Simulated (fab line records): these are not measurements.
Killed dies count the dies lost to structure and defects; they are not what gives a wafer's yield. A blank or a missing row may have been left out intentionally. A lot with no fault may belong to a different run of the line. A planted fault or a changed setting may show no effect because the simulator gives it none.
Comparing a struck lot with a sound one :: flow berkeleyCmos170 :: 15 out of 331 route steps
Sound: the wafers L533.3, L533.5, L533.6. Wafers L549.1, L549.3, L549.5 were the ones struck. The cause comes at the end.
Per side, at each step with rows, come the tool, then ch with its chambers, and then its first start. Under that, the readings that differ: sound wafers :: struck wafers :: difference of the means :: sigmas: that difference in standard deviations of wafers without a fault.
alike: words and numbers the same on both sides, and readings whose means are apart by under 2 such deviations; not compared: readings that were withheld, readings missing a value for some wafer, numbers with overlapping values and no deviation given by the record, and bounds like >300 which may hide the same value.
A row with sigmas, a row that says differs or no value, or rows on one side alone: a step with any of these is where the two part. Numbers that don't overlap but have no deviation are shown without sigmas and don't part them. Lack of a reading on every wafer of one side parts them only where that side has two or more wafers.

first, 4 steps without rows for these wafers: UCB170_PSD_SOFTBAKE_02 (time 60 s); UCB170_PSD_EXPOSE_03 (exposes mask PSELECT MOD, target cd 1200 nm); UCB170_PSD_PEB_04; UCB170_PSD_DEVELOP_05 (develop time 45 s).
UCB170_PSD_CD_MEAS_06: target cd 1200 nm.
  struck on cdSem-02, day 10 17:33; sound on cdSem-02, day 7 05:21
  alike: cdNm
UCB170_PSD_OVL_MEAS_07:
  struck on overlay-02, day 10 17:40; sound on overlay-01, day 7 05:26
  alike: PSD_OVL
then, 1 step without rows for these wafers: UCB170_PSD_IMPLANT_08.
UCB170_PSD_STRIP_09: strips in O2.
  sound on plasmaAsher-02 ch 0,1, day 7 05:39; struck on plasmaAsher-03 ch 1, day 10 17:52
reading: stripTimeToEndpointS (s)
sound: 29.28 29.25 29.27
struck: 29.40 29.42 29.46
difference: +0.16
sigmas: +3
  alike: chamberPressureMTorr, drypumpMotorCurrentA, oesProductAu
  not compared: rfHoursCounterH
UCB170_PSD_TW_MEAS_10:
  struck on filmMetro-02, day 10 17:58; sound on filmMetro-04, day 7 05:44
  alike: PSD_TW
then, 3 steps without rows for these wafers: UCB170_PSD_CLEAN_11 (cleans in SPM, time 600 s); UCB170_NSD_HMDS_00 (prime time 60 s); UCB170_NSD_COAT_01 (resist thk 900 nm).
UCB170_NSD_SOFTBAKE_02: time 60 s.
  sound on lithoTrack-03 ch 0, day 7 06:47; struck on lithoTrack-04 ch 0, day 10 18:34
reading: runLengthS (s)
sound: 89.4 89.4 89.5
struck: 90.8 91.1 90.9
difference: +1.5
sigmas: +5
then, 1 step without rows for these wafers: UCB170_NSD_EXPOSE_03 (exposes mask NSELECT MOD, target cd 1200 nm).
UCB170_M3_PROBE_99:
  the record has rows for the sound wafers here (prober-02, day 8 12:45) and none for the struck ones

== WHERE THEY PART ==
Earliest at UCB170_PSD_STRIP_09; latest, in this record, at UCB170_M3_PROBE_99.

WHY: what had been put in by the simulator
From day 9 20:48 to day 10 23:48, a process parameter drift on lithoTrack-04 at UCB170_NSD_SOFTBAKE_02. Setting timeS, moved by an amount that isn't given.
